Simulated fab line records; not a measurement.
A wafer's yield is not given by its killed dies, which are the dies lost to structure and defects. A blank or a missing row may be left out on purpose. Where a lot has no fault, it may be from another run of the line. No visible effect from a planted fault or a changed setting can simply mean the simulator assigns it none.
fab line records :: flow ritCmos
[record]
  lots = 13
  wafers = 39
  lastDay = 7
route steps=202 shown GATE@95 M1@202
lots that met no fault: from a run of the same line without faults
startH: the number of hours between the record's first day and the start of the first shown wafer of the lot :: waitH: how many hours have passed since the lot's step before this one :: " unchanged from the row above :: L1.1+2: a row that stands for several wafers :: - either no value or no given start :: * or withheld: withheld :: < > ~ a bound
route shown NAME@n: NAME is a module with steps in the file, n the number in the route of the first one :: usual: the fault-free wafers' mean and standard deviation :: same: alike in all rows :: chamber/n: place in a boat :: sites: each site's reading :: _std_site: their standard deviation :: _edge_site: outer sites' mean less inner sites' :: radiusMm: how far each site lies from the wafer's centre :: mask NAME#n: copy n :: behind: the most recent tool/chamber to have shaped the wafer :: hold: why the lot went on hold/how many hours it stayed there/how the hold came to an end :: device: which transistor (n, p or np) failed to switch :: end of line: tests of these same wafers at the route's end :: a step without rows: its recipe alone :: killed: the dies lost at the first sort to structure and to defects; this is not the yield of the wafer :: map: a wafer's dies, x killed, . not, _ none there
set.NAME: setting as actually run; set.NAME@STEP: the setting as run at that earlier step :: model.NAME: the simulator's own value behind a step, which no gauge read
the route's steps for a sample of lots (tables are steps, rows are wafers)
services: the hour from which a tool's chamber was out of use, counted from the record's first day as startH (under 0 if before that day), plus the number of hours and why
[[steps]]
[step RIT_GATE_ETCH_19]
[recipe]
  chemistry = SF6/CHF3/O2
  timeS = 165
  SF6_flow_sccm = 30
  CHF3_flow_sccm = 30
  O2_flow_sccm = 5
  target = poly-Si
  pressureMtorr = 40
  rfW = 160
  targetDepthA = 3125
  overEtchFrac = 0.2745
  stopOn = SiO2
[usual]
  CHF3_flow_sccm = 30.00/0.091
  drypumpMotorCurrentA = 5.7/0.53
  oesProductAu = 0.840/0.014
  runLengthS = 193.2/0.33
  throttleValvePct = 10.28/0.051
lot.wafer: L423.3
tool: rieSi-01
chamber: 1
startH: 41.77
waitH: 0.1
CHF3_flow_sccm: 30.11
drypumpMotorCurrentA: 5.2
oesProductAu: 0.832
rfHoursCounterH: 0
runLengthS: 193.4
throttleValvePct: 10.24

lot.wafer: L423.5
tool: rieSi-01
chamber: 1
startH: 41.77
waitH: 0.1
CHF3_flow_sccm: 30.01
drypumpMotorCurrentA: 5.2
oesProductAu: 0.836
rfHoursCounterH: -
runLengthS: 192.9
throttleValvePct: 10.26

lot.wafer: L423.6
tool: rieSi-01
chamber: 0
startH: 41.77
waitH: 0.1
CHF3_flow_sccm: 30.16
drypumpMotorCurrentA: 5.4
oesProductAu: 0.810
rfHoursCounterH: -
runLengthS: 192.9
throttleValvePct: 10.23

lot.wafer: L424.1
tool: rieSi-02
chamber: 3
startH: 43.65
waitH: 0.1
CHF3_flow_sccm: 29.96
drypumpMotorCurrentA: 6.3
oesProductAu: 0.875
rfHoursCounterH: 1
runLengthS: 192.7
throttleValvePct: 10.23

lot.wafer: L424.5
tool: rieSi-02
chamber: 3
startH: 43.65
waitH: 0.1
CHF3_flow_sccm: 29.95
drypumpMotorCurrentA: 6.3
oesProductAu: 0.865
rfHoursCounterH: -
runLengthS: 192.9
throttleValvePct: 10.24

lot.wafer: L424.6
tool: rieSi-02
chamber: 2
startH: 43.65
waitH: 0.1
CHF3_flow_sccm: 30.10
drypumpMotorCurrentA: 5.7
oesProductAu: 0.828
rfHoursCounterH: -
runLengthS: 193.0
throttleValvePct: 10.38

lot.wafer: L425.2
tool: rieSi-01
chamber: 2
startH: 52.50
waitH: 0.1
CHF3_flow_sccm: 29.94
drypumpMotorCurrentA: 5.8
oesProductAu: 0.829
rfHoursCounterH: 148
runLengthS: 193.5
throttleValvePct: 10.23

lot.wafer: L425.3
tool: rieSi-01
chamber: 0
startH: 52.50
waitH: 0.1
CHF3_flow_sccm: 30.12
drypumpMotorCurrentA: 5.3
oesProductAu: 0.830
rfHoursCounterH: 38
runLengthS: 193.1
throttleValvePct: 10.24

lot.wafer: L425.6
tool: rieSi-01
chamber: 0
startH: 52.50
waitH: 0.1
CHF3_flow_sccm: 30.03
drypumpMotorCurrentA: 5.4
oesProductAu: 0.821
rfHoursCounterH: -
runLengthS: 192.9
throttleValvePct: 10.23

lot.wafer: L427.2
tool: rieSi-01
chamber: 3
startH: 63.34
waitH: 0.1
CHF3_flow_sccm: 29.94
drypumpMotorCurrentA: 6.6
oesProductAu: 0.838
rfHoursCounterH: 124
runLengthS: 193.6
throttleValvePct: 10.31

lot.wafer: L427.3
tool: rieSi-01
chamber: 0
startH: 63.34
waitH: 0.1
CHF3_flow_sccm: 29.93
drypumpMotorCurrentA: 5.4
oesProductAu: 0.816
rfHoursCounterH: 39
runLengthS: 193.3
throttleValvePct: 10.25

lot.wafer: L427.4
tool: rieSi-01
chamber: 2
startH: 63.34
waitH: 0.1
CHF3_flow_sccm: 30.06
drypumpMotorCurrentA: 5.8
oesProductAu: 0.828
rfHoursCounterH: 148
runLengthS: 193.1
throttleValvePct: 10.22

lot.wafer: L429.3
tool: rieSi-01
chamber: 2
startH: 69.39
waitH: 0.1
CHF3_flow_sccm: 30.07
drypumpMotorCurrentA: 5.8
oesProductAu: 0.822
rfHoursCounterH: 148
runLengthS: 193.4
throttleValvePct: 10.22

lot.wafer: L429.4
tool: rieSi-01
chamber: 1
startH: 69.39
waitH: 0.1
CHF3_flow_sccm: 29.98
drypumpMotorCurrentA: 5.2
oesProductAu: 0.843
rfHoursCounterH: 0
runLengthS: 193.2
throttleValvePct: 10.25

lot.wafer: L429.6
tool: rieSi-01
chamber: 0
startH: 69.39
waitH: 0.1
CHF3_flow_sccm: 29.95
drypumpMotorCurrentA: 5.4
oesProductAu: 0.820
rfHoursCounterH: -
runLengthS: 193.0
throttleValvePct: 10.24

lot.wafer: L430.3
tool: rieSi-02
chamber: 0
startH: 72.47
waitH: 0.1
CHF3_flow_sccm: 30.23
drypumpMotorCurrentA: 5.1
oesProductAu: 0.844
rfHoursCounterH: 151
runLengthS: 193.3
throttleValvePct: 10.34

lot.wafer: L430.4
tool: rieSi-02
chamber: 2
startH: 72.47
waitH: 0.1
CHF3_flow_sccm: 30.02
drypumpMotorCurrentA: 5.6
oesProductAu: 0.819
rfHoursCounterH: 109
runLengthS: 192.7
throttleValvePct: 10.37

lot.wafer: L430.6
tool: rieSi-02
chamber: 1
startH: 72.47
waitH: 0.1
CHF3_flow_sccm: 30.06
drypumpMotorCurrentA: 5.2
oesProductAu: 0.824
rfHoursCounterH: -
runLengthS: 192.9
throttleValvePct: 10.23

lot.wafer: L431.1
tool: rieSi-01
chamber: 0
startH: 77.38
waitH: 0.1
CHF3_flow_sccm: 30.15
drypumpMotorCurrentA: 5.4
oesProductAu: 0.824
rfHoursCounterH: 39
runLengthS: 193.0
throttleValvePct: 10.23

lot.wafer: L431.2
tool: rieSi-01
chamber: 3
startH: 77.38
waitH: 0.1
CHF3_flow_sccm: 29.95
drypumpMotorCurrentA: 6.7
oesProductAu: 0.843
rfHoursCounterH: 124
runLengthS: 193.6
throttleValvePct: 10.29

lot.wafer: L431.5
tool: rieSi-01
chamber: 2
startH: 77.38
waitH: 0.1
CHF3_flow_sccm: 29.87
drypumpMotorCurrentA: 5.8
oesProductAu: 0.832
rfHoursCounterH: -
runLengthS: 193.2
throttleValvePct: 10.24

lot.wafer: L432.2
tool: rieSi-02
chamber: 2
startH: 83.42
waitH: 0.1
CHF3_flow_sccm: 30.14
drypumpMotorCurrentA: 5.7
oesProductAu: 0.831
rfHoursCounterH: 109
runLengthS: 192.5
throttleValvePct: 10.38

lot.wafer: L432.4
tool: rieSi-02
chamber: 3
startH: 83.42
waitH: 0.1
CHF3_flow_sccm: 29.97
drypumpMotorCurrentA: 6.4
oesProductAu: 0.850
rfHoursCounterH: 1
runLengthS: 192.7
throttleValvePct: 10.24

lot.wafer: L432.6
tool: rieSi-02
chamber: 1
startH: 83.42
waitH: 0.1
CHF3_flow_sccm: 30.08
drypumpMotorCurrentA: 5.2
oesProductAu: 0.840
rfHoursCounterH: -
runLengthS: 193.1
throttleValvePct: 10.23

lot.wafer: L433.3
tool: rieSi-01
chamber: 1
startH: 90.29
waitH: 0.1
CHF3_flow_sccm: 29.97
drypumpMotorCurrentA: 5.2
oesProductAu: 0.844
rfHoursCounterH: 1
runLengthS: 193.0
throttleValvePct: 10.27

lot.wafer: L433.4
tool: rieSi-01
chamber: 3
startH: 90.29
waitH: 0.1
CHF3_flow_sccm: 30.00
drypumpMotorCurrentA: 6.6
oesProductAu: 0.841
rfHoursCounterH: 124
runLengthS: 194.2
throttleValvePct: 10.29

lot.wafer: L433.5
tool: rieSi-01
chamber: 0
startH: 90.29
waitH: 0.1
CHF3_flow_sccm: 30.04
drypumpMotorCurrentA: 5.3
oesProductAu: 0.821
rfHoursCounterH: -
runLengthS: 193.5
throttleValvePct: 10.24

lot.wafer: L437.2
tool: rieSi-01
chamber: 3
startH: 107.90
waitH: 0.1
CHF3_flow_sccm: 29.93
drypumpMotorCurrentA: 6.6
oesProductAu: 0.746
rfHoursCounterH: 124
runLengthS: 222.2
throttleValvePct: 10.29

lot.wafer: L437.5
tool: rieSi-01
chamber: 1
startH: 107.90
waitH: 0.1
CHF3_flow_sccm: 30.01
drypumpMotorCurrentA: 5.2
oesProductAu: 0.847
rfHoursCounterH: -
runLengthS: 193.1
throttleValvePct: 10.26

lot.wafer: L437.6
tool: rieSi-01
chamber: 0
startH: 107.90
waitH: 0.1
CHF3_flow_sccm: 29.91
drypumpMotorCurrentA: 5.4
oesProductAu: 0.826
rfHoursCounterH: -
runLengthS: 192.9
throttleValvePct: 10.25

lot.wafer: L438.2
tool: rieSi-02
chamber: 1
startH: 113.16
waitH: 0.1
CHF3_flow_sccm: 30.09
drypumpMotorCurrentA: 5.2
oesProductAu: 0.856
rfHoursCounterH: 131
runLengthS: 193.1
throttleValvePct: 10.25

lot.wafer: L438.3
tool: rieSi-02
chamber: 2
startH: 113.16
waitH: 0.1
CHF3_flow_sccm: 30.12
drypumpMotorCurrentA: 5.7
oesProductAu: 0.856
rfHoursCounterH: 109
runLengthS: 193.0
throttleValvePct: 10.37

lot.wafer: L438.5
tool: rieSi-02
chamber: 2
startH: 113.16
waitH: 0.1
CHF3_flow_sccm: 30.06
drypumpMotorCurrentA: 5.7
oesProductAu: 0.856
rfHoursCounterH: -
runLengthS: 193.3
throttleValvePct: 10.39

lot.wafer: L444.3
tool: rieSi-02
chamber: 2
startH: 144.27
waitH: 0.1
CHF3_flow_sccm: 29.88
drypumpMotorCurrentA: 5.7
oesProductAu: 0.841
rfHoursCounterH: 109
runLengthS: 192.6
throttleValvePct: 10.38

lot.wafer: L444.4
tool: rieSi-02
chamber: 1
startH: 144.27
waitH: 0.1
CHF3_flow_sccm: 29.97
drypumpMotorCurrentA: 5.2
oesProductAu: 0.840
rfHoursCounterH: 131
runLengthS: 192.9
throttleValvePct: 10.24

lot.wafer: L444.6
tool: rieSi-02
chamber: 3
startH: 144.27
waitH: 0.1
CHF3_flow_sccm: 30.04
drypumpMotorCurrentA: 6.3
oesProductAu: 0.860
rfHoursCounterH: -
runLengthS: 193.1
throttleValvePct: 10.27

lot.wafer: L446.1
tool: rieSi-02
chamber: 1
startH: 152.34
waitH: 0.1
CHF3_flow_sccm: 29.93
drypumpMotorCurrentA: 5.3
oesProductAu: 0.840
rfHoursCounterH: 131
runLengthS: 192.9
throttleValvePct: 10.27

lot.wafer: L446.2
tool: rieSi-02
chamber: 3
startH: 152.34
waitH: 0.1
CHF3_flow_sccm: 29.87
drypumpMotorCurrentA: 6.3
oesProductAu: 0.865
rfHoursCounterH: 2
runLengthS: 192.8
throttleValvePct: 10.24

lot.wafer: L446.6
tool: rieSi-02
chamber: 2
startH: 152.34
waitH: 0.1
CHF3_flow_sccm: 29.89
drypumpMotorCurrentA: 5.7
oesProductAu: 0.844
rfHoursCounterH: -
runLengthS: 192.6
throttleValvePct: 10.38
[step RIT_M1_PROBE_99]
[usual]
  killed_at_M0_to_M3 = 0.0/0.2
  killedAtContacts = 0.2/0.38
  killedAtFrontEnd = 6.7/3
  killedDies = 6.9/3
  killedOpen = 3.5/1.9
  killedShort = 3.3/2
[same]
  grossDies = 264
  killed_at_M4_up = 0
  killedAtBackSide = 0
  killedAtOther = 0
lot.wafer: L423.3
tool: prober-02
chamber: -
startH: 64.18
waitH: 0.2
killed_at_M0_to_M3: 0
killedAtContacts: 0
killedAtFrontEnd: 7
killedDies: 7
killedOpen: 3
killedShort: 4

lot.wafer: L423.5
tool: prober-02
chamber: -
startH: 64.28
waitH: 0.2
killed_at_M0_to_M3: 0
killedAtContacts: 0
killedAtFrontEnd: 15
killedDies: 15
killedOpen: 6
killedShort: 9

lot.wafer: L423.6
tool: prober-02
chamber: -
startH: 64.33
waitH: 0.2
killed_at_M0_to_M3: 0
killedAtContacts: 0
killedAtFrontEnd: 8
killedDies: 8
killedOpen: 4
killedShort: 4

lot.wafer: L424.1
tool: prober-02
chamber: -
startH: 65.41
waitH: 0.1
killed_at_M0_to_M3: 0
killedAtContacts: 1
killedAtFrontEnd: 5
killedDies: 6
killedOpen: 2
killedShort: 3

lot.wafer: L424.5
tool: prober-02
chamber: -
startH: 65.61
waitH: 0.2
killed_at_M0_to_M3: 0
killedAtContacts: 0
killedAtFrontEnd: 4
killedDies: 4
killedOpen: 3
killedShort: 1

lot.wafer: L424.6
tool: prober-02
chamber: -
startH: 65.66
waitH: 0.2
killed_at_M0_to_M3: 0
killedAtContacts: 0
killedAtFrontEnd: 3
killedDies: 3
killedOpen: 0
killedShort: 2

lot.wafer: L425.2
tool: prober-01
chamber: -
startH: 73.72
waitH: 0.1
killed_at_M0_to_M3: 0
killedAtContacts: 0
killedAtFrontEnd: 14
killedDies: 14
killedOpen: 3
killedShort: 11

lot.wafer: L425.3
tool: prober-01
chamber: -
startH: 73.77
waitH: 0.2
killed_at_M0_to_M3: 0
killedAtContacts: 0
killedAtFrontEnd: 15
killedDies: 15
killedOpen: 9
killedShort: 6

lot.wafer: L425.6
tool: prober-01
chamber: -
startH: 73.92
waitH: 0.2
killed_at_M0_to_M3: 0
killedAtContacts: 0
killedAtFrontEnd: 6
killedDies: 6
killedOpen: 3
killedShort: 3

lot.wafer: L427.2
tool: prober-01
chamber: -
startH: 86.66
waitH: 0.1
killed_at_M0_to_M3: 0
killedAtContacts: 0
killedAtFrontEnd: 8
killedDies: 8
killedOpen: 5
killedShort: 3

lot.wafer: L427.3
tool: prober-01
chamber: -
startH: 86.71
waitH: 0.2
killed_at_M0_to_M3: 0
killedAtContacts: 0
killedAtFrontEnd: 7
killedDies: 7
killedOpen: 2
killedShort: 5

lot.wafer: L427.4
tool: prober-01
chamber: -
startH: 86.76
waitH: 0.2
killed_at_M0_to_M3: 0
killedAtContacts: 1
killedAtFrontEnd: 9
killedDies: 10
killedOpen: 8
killedShort: 2

lot.wafer: L429.3
tool: prober-01
chamber: -
startH: 89.68
waitH: 0.2
killed_at_M0_to_M3: 0
killedAtContacts: 0
killedAtFrontEnd: 5
killedDies: 5
killedOpen: 4
killedShort: 1

lot.wafer: L429.4
tool: prober-01
chamber: -
startH: 89.73
waitH: 0.2
killed_at_M0_to_M3: 0
killedAtContacts: 0
killedAtFrontEnd: 3
killedDies: 3
killedOpen: 3
killedShort: 0

lot.wafer: L429.6
tool: prober-01
chamber: -
startH: 89.83
waitH: 0.2
killed_at_M0_to_M3: 0
killedAtContacts: 0
killedAtFrontEnd: 1
killedDies: 1
killedOpen: 0
killedShort: 1

lot.wafer: L430.3
tool: prober-02
chamber: -
startH: 93.99
waitH: 0.2
killed_at_M0_to_M3: 1
killedAtContacts: 0
killedAtFrontEnd: 5
killedDies: 6
killedOpen: 3
killedShort: 2

lot.wafer: L430.4
tool: prober-02
chamber: -
startH: 94.04
waitH: 0.2
killed_at_M0_to_M3: 0
killedAtContacts: 0
killedAtFrontEnd: 7
killedDies: 7
killedOpen: 5
killedShort: 2

lot.wafer: L430.6
tool: prober-02
chamber: -
startH: 94.14
waitH: 0.2
killed_at_M0_to_M3: 1
killedAtContacts: 0
killedAtFrontEnd: 9
killedDies: 10
killedOpen: 4
killedShort: 5

lot.wafer: L431.1
tool: prober-01
chamber: -
startH: 97.75
waitH: 0.1
killed_at_M0_to_M3: 0
killedAtContacts: 0
killedAtFrontEnd: 3
killedDies: 3
killedOpen: 1
killedShort: 2

lot.wafer: L431.2
tool: prober-01
chamber: -
startH: 97.80
waitH: 0.1
killed_at_M0_to_M3: 0
killedAtContacts: 1
killedAtFrontEnd: 3
killedDies: 4
killedOpen: 3
killedShort: 0

lot.wafer: L431.5
tool: prober-01
chamber: -
startH: 97.95
waitH: 0.2
killed_at_M0_to_M3: 0
killedAtContacts: 1
killedAtFrontEnd: 8
killedDies: 9
killedOpen: 2
killedShort: 6

lot.wafer: L432.2
tool: prober-02
chamber: -
startH: 103.82
waitH: 0.1
killed_at_M0_to_M3: 0
killedAtContacts: 0
killedAtFrontEnd: 9
killedDies: 9
killedOpen: 7
killedShort: 2

lot.wafer: L432.4
tool: prober-02
chamber: -
startH: 103.92
waitH: 0.2
killed_at_M0_to_M3: 0
killedAtContacts: 0
killedAtFrontEnd: 5
killedDies: 5
killedOpen: 2
killedShort: 3

lot.wafer: L432.6
tool: prober-02
chamber: -
startH: 104.02
waitH: 0.2
killed_at_M0_to_M3: 0
killedAtContacts: 0
killedAtFrontEnd: 13
killedDies: 13
killedOpen: 6
killedShort: 7

lot.wafer: L433.3
tool: prober-01
chamber: -
startH: 111.34
waitH: 0.2
killed_at_M0_to_M3: 0
killedAtContacts: 0
killedAtFrontEnd: 6
killedDies: 6
killedOpen: 4
killedShort: 2

lot.wafer: L433.4
tool: prober-01
chamber: -
startH: 111.39
waitH: 0.2
killed_at_M0_to_M3: 0
killedAtContacts: 0
killedAtFrontEnd: 3
killedDies: 3
killedOpen: 3
killedShort: 0

lot.wafer: L433.5
tool: prober-01
chamber: -
startH: 111.44
waitH: 0.2
killed_at_M0_to_M3: 0
killedAtContacts: 0
killedAtFrontEnd: 6
killedDies: 6
killedOpen: 2
killedShort: 4

lot.wafer: L437.2
tool: prober-01
chamber: -
startH: 128.42
waitH: 0.1
killed_at_M0_to_M3: 0
killedAtContacts: 0
killedAtFrontEnd: 6
killedDies: 6
killedOpen: 5
killedShort: 1

lot.wafer: L437.5
tool: prober-01
chamber: -
startH: 128.57
waitH: 0.2
killed_at_M0_to_M3: 0
killedAtContacts: 0
killedAtFrontEnd: 6
killedDies: 6
killedOpen: 2
killedShort: 4

lot.wafer: L437.6
tool: prober-01
chamber: -
startH: 128.62
waitH: 0.2
killed_at_M0_to_M3: 0
killedAtContacts: 0
killedAtFrontEnd: 4
killedDies: 4
killedOpen: 3
killedShort: 1

lot.wafer: L438.2
tool: prober-02
chamber: -
startH: 133.50
waitH: 0.1
killed_at_M0_to_M3: 0
killedAtContacts: 1
killedAtFrontEnd: 7
killedDies: 8
killedOpen: 3
killedShort: 5

lot.wafer: L438.3
tool: prober-02
chamber: -
startH: 133.55
waitH: 0.2
killed_at_M0_to_M3: 0
killedAtContacts: 0
killedAtFrontEnd: 4
killedDies: 4
killedOpen: 3
killedShort: 1

lot.wafer: L438.5
tool: prober-02
chamber: -
startH: 133.65
waitH: 0.2
killed_at_M0_to_M3: 0
killedAtContacts: 0
killedAtFrontEnd: 7
killedDies: 7
killedOpen: 4
killedShort: 3

lot.wafer: L444.3
tool: prober-02
chamber: -
startH: 164.98
waitH: 0.2
killed_at_M0_to_M3: 0
killedAtContacts: 0
killedAtFrontEnd: 3
killedDies: 3
killedOpen: 2
killedShort: 1

lot.wafer: L444.4
tool: prober-02
chamber: -
startH: 165.03
waitH: 0.2
killed_at_M0_to_M3: 0
killedAtContacts: 0
killedAtFrontEnd: 7
killedDies: 7
killedOpen: 3
killedShort: 4

lot.wafer: L444.6
tool: prober-02
chamber: -
startH: 165.13
waitH: 0.2
killed_at_M0_to_M3: 0
killedAtContacts: 1
killedAtFrontEnd: 6
killedDies: 7
killedOpen: 5
killedShort: 2

lot.wafer: L446.1
tool: prober-02
chamber: -
startH: 172.33
waitH: 0.1
killed_at_M0_to_M3: 0
killedAtContacts: 0
killedAtFrontEnd: 10
killedDies: 10
killedOpen: 6
killedShort: 4

lot.wafer: L446.2
tool: prober-02
chamber: -
startH: 172.38
waitH: 0.1
killed_at_M0_to_M3: 0
killedAtContacts: 0
killedAtFrontEnd: 12
killedDies: 12
killedOpen: 5
killedShort: 7

lot.wafer: L446.6
tool: prober-02
chamber: -
startH: 172.58
waitH: 0.2
killed_at_M0_to_M3: 0
killedAtContacts: 0
killedAtFrontEnd: 10
killedDies: 10
killedOpen: 5
killedShort: 5
// killed by level:class
L423.3 SPACER:geometricParticle:short=3 REOX:geometricParticle:open=2 FOX1:geometricParticle:open=1 SILICIDE:geometricParticle:short=1
L423.5 SPACER:geometricParticle:short=4 GATE:geometricParticle:short=3 GATE:geometricParticle:open=3 SPACER:geometricParticle:open=3 SILICIDE:geometricParticle:short=2
L423.6 SPACER:geometricParticle:short=2 FOX1:geometricParticle:open=1 FOX2:geometricParticle:open=1 GATE:geometricParticle:short=1 GATE:geometricParticle:open=1 REOX:geometricParticle:short=1 SILICIDE:geometricParticle:open=1
L424.1 SPACER:geometricParticle:short=2 GATE:geometricParticle:short=1 SPACER:geometricParticle:open=1 CONTACT:geometricParticle:open=1 PWELL:coatMicrobubblePrinted=1
L424.5 SILICIDE:geometricParticle:open=2 FOX1:geometricParticle:open=1 REOX:geometricParticle:short=1
L424.6 FOX2:geometricParticle:short=1 GATE:geometricParticle:short=1 PWELL:coatMicrobubblePrinted=1
L425.2 REOX:geometricParticle:short=3 SPACER:geometricParticle:short=3 SILICIDE:geometricParticle:short=3 REOX:geometricParticle:open=2 FOX2:geometricParticle:open=1 FOX2:geometricParticle:short=1 GATE:geometricParticle:short=1
L425.3 SPACER:geometricParticle:open=5 GATE:geometricParticle:open=3 SPACER:geometricParticle:short=3 FOX2:geometricParticle:open=1 GATE:geometricParticle:short=1 REOX:geometricParticle:short=1 SILICIDE:geometricParticle:short=1
L425.6 GATE:geometricParticle:short=2 FOX2:geometricParticle:open=1 REOX:geometricParticle:open=1 REOX:geometricParticle:short=1 SILICIDE:geometricParticle:open=1
L427.2 GATE:geometricParticle:open=2 SILICIDE:geometricParticle:open=2 GATE:geometricParticle:short=1 SPACER:geometricParticle:short=1 SPACER:geometricParticle:open=1 SILICIDE:geometricParticle:short=1
L427.3 FOX2:geometricParticle:short=2 FOX1:geometricParticle:short=1 GATE:geometricParticle:open=1 GATE:geometricParticle:short=1 SILICIDE:geometricParticle:short=1 SILICIDE:geometricParticle:open=1
L427.4 FOX1:geometricParticle:open=3 SPACER:geometricParticle:open=2 FOX2:geometricParticle:open=1 REOX:geometricParticle:short=1 REOX:geometricParticle:open=1 SPACER:geometricParticle:short=1 CONTACT:geometricParticle:open=1
L429.3 GATE:geometricParticle:open=3 GATE:geometricParticle:short=1 SPACER:geometricParticle:open=1
L429.4 SILICIDE:geometricParticle:open=2 SPACER:geometricParticle:open=1
L429.6 REOX:geometricParticle:short=1
L430.3 SPACER:geometricParticle:open=3 GATE:geometricParticle:short=1 SPACER:geometricParticle:short=1 M1:coatMicrobubblePrinted=1
L430.4 GATE:geometricParticle:open=4 FOX2:geometricParticle:open=1 GATE:geometricParticle:short=1 SPACER:geometricParticle:short=1
L430.6 GATE:geometricParticle:short=3 GATE:geometricParticle:open=3 FOX1:geometricParticle:short=1 REOX:geometricParticle:open=1 SPACER:geometricParticle:short=1 M1:coatMicrobubblePrinted=1
L431.1 GATE:geometricParticle:short=2 GATE:geometricParticle:open=1
L431.2 REOX:geometricParticle:open=2 GATE:geometricParticle:open=1 CONTACT:coatMicrobubblePrinted=1
L431.5 GATE:geometricParticle:short=4 REOX:geometricParticle:open=1 REOX:geometricParticle:short=1 SPACER:geometricParticle:short=1 SILICIDE:geometricParticle:open=1 CONTACT:coatMicrobubblePrinted=1
L432.2 GATE:geometricParticle:open=5 FOX2:geometricParticle:open=1 FOX2:geometricParticle:short=1 REOX:geometricParticle:open=1 SILICIDE:geometricParticle:short=1
L432.4 GATE:geometricParticle:short=2 FOX1:geometricParticle:short=1 FOX2:geometricParticle:open=1 SILICIDE:geometricParticle:open=1
L432.6 GATE:geometricParticle:open=5 GATE:geometricParticle:short=3 REOX:geometricParticle:short=2 ACTIVE:geometricParticle:open=1 FOX1:geometricParticle:short=1 FOX2:geometricParticle:short=1
L433.3 GATE:geometricParticle:open=3 ACTIVE:geometricParticle:short=1 FOX2:geometricParticle:open=1 GATE:geometricParticle:short=1
L433.4 SPACER:geometricParticle:open=2 SILICIDE:geometricParticle:open=1
L433.5 GATE:geometricParticle:open=2 ACTIVE:geometricParticle:short=1 FOX2:geometricParticle:short=1 GATE:geometricParticle:short=1 SPACER:geometricParticle:short=1
L437.2 GATE:geometricParticle:open=4 FOX1:geometricParticle:open=1 REOX:geometricParticle:short=1
L437.5 GATE:geometricParticle:short=3 FOX1:geometricParticle:short=1 GATE:geometricParticle:open=1 SILICIDE:geometricParticle:open=1
L437.6 GATE:geometricParticle:open=1 REOX:geometricParticle:open=1 SPACER:geometricParticle:short=1 SPACER:geometricParticle:open=1
L438.2 GATE:geometricParticle:short=2 SILICIDE:geometricParticle:short=2 FOX2:geometricParticle:short=1 SPACER:geometricParticle:open=1 SILICIDE:geometricParticle:open=1 CONTACT:geometricParticle:open=1
L438.3 FOX1:geometricParticle:open=1 FOX2:geometricParticle:short=1 FOX2:geometricParticle:open=1 GATE:geometricParticle:open=1
L438.5 SILICIDE:geometricParticle:open=2 FOX1:geometricParticle:short=1 FOX2:geometricParticle:short=1 GATE:geometricParticle:open=1 REOX:geometricParticle:short=1 SPACER:geometricParticle:open=1
L444.3 FOX1:geometricParticle:open=1 REOX:geometricParticle:open=1 SPACER:geometricParticle:short=1
L444.4 GATE:geometricParticle:open=2 GATE:geometricParticle:short=2 FOX1:geometricParticle:short=1 REOX:geometricParticle:open=1 SILICIDE:geometricParticle:short=1
L444.6 GATE:geometricParticle:open=2 SILICIDE:geometricParticle:short=2 FOX1:geometricParticle:open=1 SPACER:geometricParticle:open=1 CONTACT:geometricParticle:open=1
L446.1 SPACER:geometricParticle:open=3 REOX:geometricParticle:short=2 FOX1:geometricParticle:short=1 GATE:geometricParticle:open=1 REOX:geometricParticle:open=1 SILICIDE:geometricParticle:open=1 SILICIDE:geometricParticle:short=1
L446.2 GATE:geometricParticle:short=5 REOX:geometricParticle:short=2 REOX:geometricParticle:open=2 FOX2:geometricParticle:open=1 GATE:geometricParticle:open=1 SPACER:geometricParticle:open=1
L446.6 GATE:geometricParticle:short=3 GATE:geometricParticle:open=3 FOX1:geometricParticle:short=1 REOX:geometricParticle:open=1 SPACER:geometricParticle:short=1 SPACER:geometricParticle:open=1
[[services]]
tool: rieSi-01
chamber: 1
startH: 19.97
hours: 4.9
kind: repair

tool: rieSi-02
chamber: 2
startH: 20.21
hours: 11.9
kind: repair

tool: rieSi-01
chamber: 2
startH: 36.74
hours: 8.8
kind: repair

tool: rieSi-02
chamber: 0
startH: 107.17
hours: -
kind: clean

tool: rieSi-02
chamber: 0
startH: 107.17
hours: 17.7
kind: scheduledDown

tool: rieSi-02
chamber: 0
startH: 107.17
hours: 17.7
kind: ventCycle

tool: rieSi-01
chamber: 2
startH: 118.63
hours: -
kind: clean

tool: rieSi-01
chamber: 2
startH: 118.63
hours: 15.0
kind: scheduledDown

tool: rieSi-01
chamber: 2
startH: 118.63
hours: 15.0
kind: ventCycle
[[key]]
[firstSign]
  step = RIT_GATE_ETCH_19
  reading = runLengthS
  direction = up
  sigmas = 87
  usual = *
  struck = *
[effect]
  step = RIT_GATE_ETCH_19
  reading = oesProductAu
  direction = down
  sigmas = 6.5
  usual = 0.840
  struck = 0.746
metAt RIT_GATE_ETCH_19
struckLots L437
struckWafers L437.2
testerLeftOut L437
onsetBetween 90.29 107.90
[fault]
  kind = processParameterDrift
  tool = rieSi-01
  chamber = 3
  onsetH = 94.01
  steps = RIT_GATE_ETCH_19
  channel = timeS
  offset = *
  shape = step
  endH = 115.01
  stated = *
// testerLeftOut: of these lots the tester's yield and bins aren't shown, on N5 and GAA mostly nor the transistor test; their killed dies are dies lost to structure and defects alone, not to doping, threshold or leakage, so they don't give the yield
